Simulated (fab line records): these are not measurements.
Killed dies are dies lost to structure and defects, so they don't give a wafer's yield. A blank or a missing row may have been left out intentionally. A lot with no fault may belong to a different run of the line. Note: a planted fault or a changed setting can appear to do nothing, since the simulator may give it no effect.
fab line records -- flow berkeleyCmos170
record: lots: 5, wafers: 15, lastDay: 12
route steps=331 shown CONTACT@226 M1@238
lots with no fault: from the same line, run without faults
startH: hours from the record's opening day to when the first of the lot's shown wafers began -- waitH: time in hours since the lot's previous step -- " the same as in the row above -- L1.1+2: several wafers, shown together as one row -- - value missing, or start not given -- * or withheld: withheld -- < > ~ a bound
route shown NAME@n: NAME is a module with steps in the file, n the number in the route of the first one -- usual: average and standard deviation across the fault-free wafers -- same: alike in all rows -- chamber/n: place in a boat -- sites: readings site by site -- _std_site: standard deviation of those values -- _edge_site: inner sites' mean taken away from outer sites' mean -- radiusMm: how far each site lies from the wafer's centre -- mask NAME#n: copy n -- behind: the last tool/chamber to shape the wafer -- hold: cause of the lot's hold/its duration in hours/its outcome -- device: the n, p or np transistor that did not switch -- end of line: at the end of the route, the tests of the same wafers -- step lacking rows: just its recipe -- killed: count of dies lost to structure and defects at first sort (not the wafer's yield) -- map: per-die view of a wafer (x killed, . not killed, _ where there is no die)
set.NAME: setting as actually run; set.NAME@STEP: the setting as run at that earlier step -- model.NAME: the simulator's own value behind a step, which no gauge read
certain route steps with their lots: each step a table, each wafer a row
services: when a tool's chamber went out of use (startH, in hours from the record's first day, below 0 if earlier), for how many hours, and the reason
== steps ==
step: UCB170_CONTACT_COAT_10
recipe: resist: KrF, spinRpm: 1500, resistThkNm: 900
step: UCB170_CONTACT_SOFTBAKE_11
recipe: resist: KrF, tempC: 130, timeS: 60
step: UCB170_CONTACT_EXPOSE_12
recipe: maskId: CONT, targetCdNm: 700, na: 0.5, sigmaOuter: 0.6, sourceShape: conventional, doseMj: 35.31
step: UCB170_CONTACT_PEB_13
recipe: pebTempC: 130, pebTimeS: withheld, resist: KrF
step: UCB170_CONTACT_DEVELOP_14
recipe: developer: TMAH, developTimeS: 45, resist: KrF, devTempC: 21
step: UCB170_CONTACT_CD_MEAS_15
recipe: targetCdNm: 700
usual: cdNm: 700.0/1.4
lot.wafer,tool,chamber,startH,waitH,cdNm
L849.2,cdSem-02,-,162.52,-,699.4
L849.4,cdSem-02,-,162.52,-,698.3
L849.6,cdSem-02,-,162.52,-,698.6
L848.3,cdSem-02,-,162.98,-,701.4
L848.5,cdSem-02,-,162.98,-,701.2
L848.6,cdSem-02,-,162.98,-,701.4
L850.1,cdSem-01,-,164.15,-,700.5
L850.2,cdSem-01,-,164.15,-,700.1
L850.5,cdSem-01,-,164.15,-,700.2
L862.1,cdSem-01,-,229.74,-,700.4
L862.2,cdSem-01,-,229.74,-,699.2
L862.4,cdSem-01,-,229.74,-,700.4
L867.1,cdSem-02,-,261.46,-,699.9
L867.5,cdSem-02,-,261.46,-,700.5
L867.6,cdSem-02,-,261.46,-,700.2
step: UCB170_CONTACT_OVL_MEAS_16
usual: CONTACT_OVL: -5/5.2
lot.wafer,tool,chamber,startH,waitH,CONTACT_OVL[nm]
L849.2,overlay-02,-,162.63,0.1,-2
L849.4,overlay-02,-,162.63,0.1,-13
L849.6,overlay-02,-,162.63,0.1,-6
L848.3,overlay-01,-,163.07,0.1,-5
L848.5,overlay-01,-,163.07,0.1,-5
L848.6,overlay-01,-,163.07,0.1,-11
L850.1,overlay-02,-,164.27,0.1,-12
L850.2,overlay-02,-,164.27,0.1,-7
L850.5,overlay-02,-,164.27,0.1,-11
L862.1,overlay-02,-,229.86,0.1,6
L862.2,overlay-02,-,229.86,0.1,1
L862.4,overlay-02,-,229.86,0.1,2
L867.1,overlay-01,-,261.58,0.1,-7
L867.5,overlay-01,-,261.58,0.1,-9
L867.6,overlay-01,-,261.58,0.1,0
step: UCB170_CONTACT_ETCH_17
recipe: chemistry: N2/H2, targetDepthA: withheld, overetchA: withheld, target: BARC, timeS: withheld, sourceW: 500, biasW: 100, pressureMtorr: 30, n2FlowSccm: 100, h2FlowSccm: 200
usual: biasW: 99.96/0.3, drypumpMotorCurrentA: 6.1/0.47, oesProductAu: 1.007/0.024, throttleValvePct: 13.22/0.24
lot.wafer,tool,chamber,startH,waitH,biasW,drypumpMotorCurrentA,oesProductAu,throttleValvePct
L849.2,rieDiel-03,2,162.66,0.0,100.20,6.3,1.012,13.07
L849.4,rieDiel-03,2,162.66,0.0,100.34,6.3,1.007,13.07
L849.6,rieDiel-03,2,162.66,0.0,100.60,6.3,1.011,13.07
L848.3,rieDiel-04,0,163.09,0.0,100.00,6.5,1.056,13.20
L848.5,rieDiel-04,0,163.09,0.0,100.04,6.4,1.049,13.20
L848.6,rieDiel-04,3,163.09,0.0,99.67,6.7,0.997,13.06
L850.1,rieDiel-04,3,164.31,0.0,99.83,6.7,1.003,13.01
L850.2,rieDiel-04,1,164.31,0.0,100.20,6.5,0.982,13.28
L850.5,rieDiel-04,3,164.31,0.0,99.69,6.7,1.006,13.04
L862.1,rieDiel-03,2,229.89,0.0,99.63,6.3,1.020,13.10
L862.2,rieDiel-03,3,229.89,0.0,99.73,6.3,0.990,13.10
L862.4,rieDiel-03,3,229.89,0.0,99.65,6.4,0.989,13.09
L867.1,rieDiel-03,1,261.61,0.0,99.88,5.2,0.994,13.41
L867.5,rieDiel-03,2,261.61,0.0,99.96,6.3,1.004,13.09
L867.6,rieDiel-03,3,261.61,0.0,100.11,6.3,0.999,13.08
step: UCB170_CONTACT_ETCH_18
recipe: chemistry: CHF3/CF4/Ar, target: PSG, stopOn: TiSi2, CHF3_flow_sccm: 45, cf4FlowSccm: 15, Ar_flow_sccm: 150, pressureMtorr: 200, rfW: 700, targetDepthA: 8400, overEtchFrac: 0.2, timeS: 195
usual: drypumpMotorCurrentA: 6.1/0.47, oesProductAu: 0.899/0.014, throttleValvePct: 6.88/0.14
same: timeS: 195
lot.wafer,tool,chamber,startH,waitH,drypumpMotorCurrentA,oesProductAu,rfHoursCounterH,throttleValvePct
L849.2,rieDiel-03,2,-,-,6.3,0.924,14,6.77
L849.4,rieDiel-03,2,-,-,6.3,0.908,-,6.80
L849.6,rieDiel-03,2,-,-,6.3,0.927,-,6.78
L848.3,rieDiel-04,0,-,-,6.5,0.911,34,6.75
L848.5,rieDiel-04,0,-,-,6.5,0.906,-,6.76
L848.6,rieDiel-04,3,-,-,6.7,0.906,-,6.80
L850.1,rieDiel-04,3,-,-,6.7,0.906,54,6.80
L850.2,rieDiel-04,1,-,-,6.5,0.885,36,6.88
L850.5,rieDiel-04,3,-,-,6.7,0.901,-,6.79
L862.1,rieDiel-03,2,-,-,6.3,0.918,18,6.80
L862.2,rieDiel-03,3,-,-,6.3,0.891,3,6.79
L862.4,rieDiel-03,3,-,-,6.3,0.901,-,6.79
L867.1,rieDiel-03,1,-,-,5.2,0.896,0,7.02
L867.5,rieDiel-03,2,-,-,6.3,0.915,-,6.81
L867.6,rieDiel-03,3,-,-,6.3,0.888,-,6.78
step: UCB170_CONTACT_STRIP_19
recipe: chemistry: O2, powerW: 400, pressureMtorr: 3500, platenTempC: withheld, o2FlowSccm: 400, overashFraction: 0.5
usual: drypumpMotorCurrentA: 5.81/0.13, oesProductAu: 0.726/0.0048
lot.wafer,tool,chamber,startH,waitH,drypumpMotorCurrentA,oesProductAu,rfHoursCounterH
L849.2,plasmaAsher-01,0,162.91,-,5.88,0.722,6
L849.4,plasmaAsher-01,1,162.91,-,5.98,0.730,-
L849.6,plasmaAsher-01,0,162.91,-,5.87,0.731,-
L848.3,plasmaAsher-04,1,163.29,-,5.78,0.724,-
L848.5,plasmaAsher-04,1,163.29,-,5.72,0.720,-
L848.6,plasmaAsher-04,0,163.29,-,5.64,0.731,-
L850.1,plasmaAsher-04,0,164.47,-,5.64,0.724,36
L850.2,plasmaAsher-04,1,164.47,-,5.77,0.720,36
L850.5,plasmaAsher-04,0,164.47,-,5.63,0.729,-
L862.1,plasmaAsher-04,0,230.06,-,5.64,0.729,44
L862.2,plasmaAsher-04,1,230.06,-,5.78,0.714,44
L862.4,plasmaAsher-04,1,230.06,-,5.78,0.731,-
L867.1,plasmaAsher-04,1,261.78,-,5.78,0.714,48
L867.5,plasmaAsher-04,0,261.78,-,5.65,0.725,-
L867.6,plasmaAsher-04,1,261.78,-,5.74,0.720,-
step: UCB170_CONTACT_CD_MEAS_90
recipe: targetCdNm: 700
usual: cdNm: 700.2/1.5
lot.wafer,tool,chamber,startH,waitH,cdNm
L849.2,cdSem-01,-,163.03,0.1,697.9
L849.4,cdSem-01,-,163.03,0.1,698.4
L849.6,cdSem-01,-,163.03,0.1,697.4
L848.3,cdSem-01,-,163.40,0.1,701.8
L848.5,cdSem-01,-,163.40,0.1,701.5
L848.6,cdSem-01,-,163.40,0.1,701.3
L850.1,cdSem-01,-,164.57,0.1,700.6
L850.2,cdSem-01,-,164.57,0.1,700.0
L850.5,cdSem-01,-,164.57,0.1,700.0
L862.1,cdSem-01,-,230.16,0.1,699.9
L862.2,cdSem-01,-,230.16,0.1,698.7
L862.4,cdSem-01,-,230.16,0.1,700.4
L867.1,cdSem-02,-,261.97,0.2,700.6
L867.5,cdSem-02,-,261.97,0.2,699.9
L867.6,cdSem-02,-,261.97,0.2,699.9
step: UCB170_CONTACT_CLEAN_20
recipe: chemistry: SPM, tempC: 120, timeS: 600
step: UCB170_M1_SPUTTER_00
recipe: material: Al, targetThkNm: 600, timeS: 80, powerW: 6000, chamberPressurePa: 0.5
usual: throttleValvePct: 30.6/0.98
lot.wafer,tool,chamber,startH,waitH,throttleValvePct,model.Al_of_M1_SPUTTER_00.thkNm
L849.2,pvdSputter-02,-,163.30,0.0,29.0,616.6
L849.4,pvdSputter-02,-,163.30,0.0,29.9,613.2
L849.6,pvdSputter-02,-,163.30,0.0,29.2,614.2
L848.3,pvdSputter-01,-,163.67,0.0,30.7,606
L848.5,pvdSputter-01,-,163.67,0.0,31.8,604.5
L848.6,pvdSputter-01,-,163.67,0.0,31.0,605.7
L850.1,pvdSputter-01,-,164.89,0.0,32.0,598.3
L850.2,pvdSputter-01,-,164.89,0.0,31.6,1089
L850.5,pvdSputter-01,-,164.89,0.0,31.8,595.7
L862.1,pvdSputter-03,-,230.63,0.0,29.6,593.7
L862.2,pvdSputter-03,-,230.63,0.0,32.1,603.4
L862.4,pvdSputter-03,-,230.63,0.0,30.9,598.6
L867.1,pvdSputter-01,-,262.59,0.0,30.1,601.8
L867.5,pvdSputter-01,-,262.59,0.0,30.0,604
L867.6,pvdSputter-01,-,262.59,0.0,30.8,603.8
step: UCB170_M1_RS_MEAS_01
recipe: thkMeasGauge: four-point-probe, reads: Al_of_M1_SPUTTER_00
usual: M1_AL_RS: 0.0483/0.00047
lot.wafer,tool,chamber,startH,waitH,M1_AL_RS[ohm/sq]
L849.2,filmMetro-03,-,163.38,0.1,0.0473
L849.4,filmMetro-03,-,163.38,0.1,0.0476
L849.6,filmMetro-03,-,163.38,0.1,0.0476
L848.3,filmMetro-02,-,163.77,0.1,0.0479
L848.5,filmMetro-02,-,163.77,0.1,0.0480
L848.6,filmMetro-02,-,163.77,0.1,0.0480
L850.1,filmMetro-01,-,164.95,0.0,0.0487
L850.2,filmMetro-01,-,164.95,0.0,0.0265
L850.5,filmMetro-01,-,164.95,0.0,0.0490
L862.1,filmMetro-01,-,230.69,0.0,0.0490
L862.2,filmMetro-01,-,230.69,0.0,0.0483
L862.4,filmMetro-01,-,230.69,0.0,0.0487
L867.1,filmMetro-02,-,262.65,0.0,0.0484
L867.5,filmMetro-02,-,262.65,0.0,0.0482
L867.6,filmMetro-02,-,262.65,0.0,0.0482
step: UCB170_M1_THK_MEAS_02
recipe: thkMeasGauge: xrf, reads: Al_of_M1_SPUTTER_00
usual: M1_AL_THK: 602/5.6
lot.wafer,tool,chamber,startH,waitH,M1_AL_THK[nm]
L849.2,filmMetro-03,-,163.49,0.1,615
L849.4,filmMetro-03,-,163.49,0.1,611
L849.6,filmMetro-03,-,163.49,0.1,613
L848.3,filmMetro-02,-,163.87,0.1,606
L848.5,filmMetro-02,-,163.87,0.1,601
L848.6,filmMetro-02,-,163.87,0.1,601
L850.1,filmMetro-01,-,165.07,0.1,602
L850.2,filmMetro-01,-,165.07,0.1,1090
L850.5,filmMetro-01,-,165.07,0.1,600
L862.1,filmMetro-01,-,230.81,0.1,594
L862.2,filmMetro-01,-,230.81,0.1,597
L862.4,filmMetro-01,-,230.81,0.1,597
L867.1,filmMetro-02,-,262.77,0.1,597
L867.5,filmMetro-02,-,262.77,0.1,600
L867.6,filmMetro-02,-,262.77,0.1,600
step: UCB170_M1_COAT_03
recipe: resist: BARC, tempC: withheld, timeS: withheld, spinRpm: 3000, resistThkNm: withheld
step: UCB170_M1_COAT_04
recipe: resist: KrF, spinRpm: 1500, resistThkNm: 915.2
step: UCB170_M1_SOFTBAKE_05
recipe: resist: KrF, tempC: 130, timeS: 60
step: UCB170_M1_EXPOSE_06
recipe: maskId: METAL1, targetCdNm: 700, na: 0.5, sigmaOuter: 0.6, sourceShape: conventional, doseMj: 21
step: UCB170_M1_PEB_07
recipe: pebTempC: 130, pebTimeS: withheld, resist: KrF
step: UCB170_M1_DEVELOP_08
recipe: developer: TMAH, developTimeS: 45, resist: KrF, devTempC: 21
step: UCB170_M1_CD_MEAS_09
recipe: targetCdNm: 700
usual: cdNm: 700.3/1.6
lot.wafer,tool,chamber,startH,waitH,cdNm
L849.2,cdSem-02,-,164.50,-,699.1
L849.4,cdSem-02,-,164.50,-,698.1
L849.6,cdSem-02,-,164.50,-,699.6
L848.3,cdSem-02,-,165.16,-,698.8
L848.5,cdSem-02,-,165.16,-,698.2
L848.6,cdSem-02,-,165.16,-,698.9
L850.1,cdSem-02,-,166.48,-,698.3
L850.2,cdSem-02,-,166.48,-,700.6
L850.5,cdSem-02,-,166.48,-,700.3
L862.1,cdSem-01,-,232.20,-,699.5
L862.2,cdSem-01,-,232.20,-,700.2
L862.4,cdSem-01,-,232.20,-,699.8
L867.1,cdSem-02,-,264.88,-,701.7
L867.5,cdSem-02,-,264.88,-,703.2
L867.6,cdSem-02,-,264.88,-,702.5
step: UCB170_M1_OVL_MEAS_10
usual: M1_OVL: 7/5.1
lot.wafer,tool,chamber,startH,waitH,M1_OVL[nm]
L849.2,overlay-02,-,164.61,0.1,6
L849.4,overlay-02,-,164.61,0.1,6
L849.6,overlay-02,-,164.61,0.1,-1
L848.3,overlay-02,-,165.25,0.1,7
L848.5,overlay-02,-,165.25,0.1,15
L848.6,overlay-02,-,165.25,0.1,8
L850.1,overlay-01,-,166.60,0.1,4
L850.2,overlay-01,-,166.60,0.1,6
L850.5,overlay-01,-,166.60,0.1,4
L862.1,overlay-01,-,232.32,0.1,4
L862.2,overlay-01,-,232.32,0.1,1
L862.4,overlay-01,-,232.32,0.1,-3
L867.1,overlay-02,-,265.00,0.1,1
L867.5,overlay-02,-,265.00,0.1,10
L867.6,overlay-02,-,265.00,0.1,8
step: UCB170_M1_ETCH_11
recipe: chemistry: N2/H2, targetDepthA: withheld, overetchA: withheld, target: BARC, timeS: withheld, sourceW: 500, biasW: 100, pressureMtorr: 30, n2FlowSccm: 100, h2FlowSccm: 200
usual: biasW: 99.99/0.28, drypumpMotorCurrentA: 6.1/0.44, oesProductAu: 1.010/0.02, throttleValvePct: 13.24/0.16
lot.wafer,tool,chamber,startH,waitH,biasW,drypumpMotorCurrentA,oesProductAu,throttleValvePct
L849.2,rieDiel-03,2,164.64,0.0,100.20,6.3,1.010,13.08
L849.4,rieDiel-03,0,164.64,0.0,100.02,5.8,1.016,13.57
L849.6,rieDiel-03,0,164.64,0.0,100.15,5.8,1.020,13.57
L848.3,rieDiel-01,3,165.27,0.0,99.86,6.0,1.001,13.39
L848.5,rieDiel-01,1,165.27,0.0,99.56,6.2,1.008,13.20
L848.6,rieDiel-01,0,165.27,0.0,99.88,5.9,1.012,13.34
L850.1,rieDiel-01,1,166.63,0.0,99.89,6.2,1.001,13.18
L850.2,rieDiel-01,3,166.63,0.0,100.52,6.0,1.001,13.39
L850.5,rieDiel-01,3,166.63,0.0,99.99,6.0,0.998,13.41
L862.1,rieDiel-03,3,232.36,0.0,99.84,6.3,0.990,13.09
L862.2,rieDiel-03,0,232.36,0.0,100.25,5.8,1.006,13.61
L862.4,rieDiel-03,2,232.36,0.0,100.01,6.3,1.029,13.07
L867.1,rieDiel-04,3,265.04,0.0,99.96,6.7,1.012,13.05
L867.5,rieDiel-04,3,265.04,0.0,99.66,6.7,1.010,13.04
L867.6,rieDiel-04,0,265.04,0.0,99.71,6.5,1.062,13.19
step: UCB170_M1_METAL_ETCH_12
recipe: chemistry: Cl2/BCl3, target: Al, stopOn: PSG, pressureMtorr: 12, targetDepthA: 7800, overEtchFrac: 0.3, timeS: 130, icpW: 600, biasW: 120, Cl2_flow_sccm: 90, bcl3FlowSccm: 45
usual: biasW: 119.9/0.38, drypumpMotorCurrentA: 5.6/0.35, oesProductAu: 0.856/0.015, throttleValvePct: 24.44/0.27
same: timeS: 130
lot.wafer,tool,chamber,startH,waitH,biasW,drypumpMotorCurrentA,oesProductAu,rfHoursCounterH,throttleValvePct
L849.2,rieMetal-01,1,164.70,-,119.6,6.1,0.870,1,24.83
L849.4,rieMetal-01,0,164.70,-,120.4,5.3,0.852,-,24.65
L849.6,rieMetal-01,1,164.70,-,119.7,6.1,0.861,-,24.83
L848.3,rieMetal-04,1,165.36,-,120.1,5.3,0.869,-,24.46
L848.5,rieMetal-04,1,165.36,-,119.8,5.2,0.863,-,24.46
L848.6,rieMetal-04,0,165.36,-,120.1,5.3,0.876,-,24.41
L850.1,rieMetal-01,0,166.67,-,120.4,5.2,0.835,10,24.67
L850.2,rieMetal-01,1,166.67,-,119.3,6.1,1.005,2,24.77
L850.5,rieMetal-01,1,166.67,-,120.1,6.1,0.843,-,24.86
L862.1,rieMetal-03,1,232.40,-,120.3,6.0,0.833,12,24.31
L862.2,rieMetal-03,0,232.40,-,119.4,5.7,0.861,6,23.99
L862.4,rieMetal-03,1,232.40,-,119.8,6.0,0.833,-,24.30
L867.1,rieMetal-03,0,265.08,-,120.1,5.7,0.852,7,24.00
L867.5,rieMetal-03,1,265.08,-,119.9,6.0,0.846,-,24.29
L867.6,rieMetal-03,0,265.08,-,120.1,5.7,0.863,-,23.98
step: UCB170_M1_STRIP_13
recipe: chemistry: O2, powerW: 400, pressureMtorr: 3500, platenTempC: withheld, o2FlowSccm: 400, overashFraction: 0.5
usual: drypumpMotorCurrentA: 5.5/0.5, oesProductAu: 0.720/0.0047
lot.wafer,tool,chamber,startH,waitH,drypumpMotorCurrentA,oesProductAu,rfHoursCounterH
L849.2,plasmaAsher-03,1,164.83,0.1,4.8,0.731,44
L849.4,plasmaAsher-03,0,164.83,0.1,5.1,0.718,-
L849.6,plasmaAsher-03,0,164.83,0.1,5.1,0.716,-
L848.3,plasmaAsher-01,0,165.48,0.1,5.9,0.720,-
L848.5,plasmaAsher-01,1,165.48,0.1,6.0,0.719,-
L848.6,plasmaAsher-01,0,165.48,0.1,5.9,0.722,-
L850.1,plasmaAsher-03,1,166.81,0.1,4.8,0.729,44
L850.2,plasmaAsher-03,0,166.81,0.1,5.1,0.716,44
L850.5,plasmaAsher-03,1,166.81,0.1,4.8,0.724,-
L862.1,plasmaAsher-03,0,232.53,0.1,5.1,0.726,52
L862.2,plasmaAsher-03,1,232.53,0.1,4.8,0.721,52
L862.4,plasmaAsher-03,0,232.53,0.1,5.1,0.730,-
L867.1,plasmaAsher-01,0,265.21,0.1,5.9,0.715,18
L867.5,plasmaAsher-01,1,265.21,0.1,6.0,0.724,-
L867.6,plasmaAsher-01,0,265.21,0.1,5.9,0.720,-
== services ==
tool,chamber,startH,hours,kind
rieDiel-03,3,141.79,38.4,repair
plasmaAsher-03,-,143.63,2.7,repair
rieMetal-03,-,147.10,0.5,repair
rieDiel-04,2,147.84,1.6,repair
rieDiel-03,1,151.84,20.0,repair
rieDiel-04,2,157.10,15.3,repair
pvdSputter-03,-,161.57,1.8,repair
rieMetal-03,0,163.39,2.5,repair
pvdSputter-03,-,175.28,1.3,repair
rieMetal-03,-,175.30,2.7,repair
rieDiel-01,0,176.66,2.3,repair
rieMetal-01,-,179.17,14.6,pm
rieDiel-03,-,179.98,0.2,repair
rieDiel-01,0,181.02,4.1,repair
plasmaAsher-01,-,181.24,4.2,repair
rieDiel-03,-,184.42,0.3,repair
plasmaAsher-03,-,193.10,0.9,repair
rieDiel-03,0,200.83,-,clean
rieDiel-03,0,200.83,22.8,scheduledDown
rieDiel-03,0,200.83,22.8,ventCycle
plasmaAsher-01,-,214.13,1.8,repair
rieDiel-03,1,227.97,-,clean
rieDiel-03,1,227.97,30.1,scheduledDown
pvdSputter-03,-,253.80,1.4,repair
== key ==
firstSign: step: UCB170_M1_RS_MEAS_01, reading: M1_AL_RS, direction: down, sigmas: 46, usual: 0.0483, struck: 0.0265
effect: step: UCB170_M1_THK_MEAS_02, reading: M1_AL_THK, direction: up, sigmas: 87, usual: 602, struck: 1090
effect: step: UCB170_M1_METAL_ETCH_12, reading: oesProductAu, direction: up, sigmas: 9.8, usual: 0.856, struck: 1.005
modelEffect: step: UCB170_M1_SPUTTER_00, value: Al_of_M1_SPUTTER_00.thkNm, without: 593.1, struck: 1089
metAt UCB170_M1_SPUTTER_00
struckWafers L850.2
laterRowsLeftOut L850.2
sortLeftOut L850.2
fault: kind: processParameterDrift, tool: pvdSputter-01, chamber: -, onsetH: 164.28, steps: UCB170_M1_SPUTTER_00, channel: targetThkNm, offset: 495.76, shape: step, endH: 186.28, actsIn: theseRecipesOnly, stated: 600, scope: struckWafersOnly
sortLeftOut: the simulated sort isn't trusted on such a fault, so these wafers' sort isn't shown, and their yield isn't known
laterRowsLeftOut: the simulator's readings of these wafers behind a module that went badly wrong aren't trusted and aren't shown, but for the sort
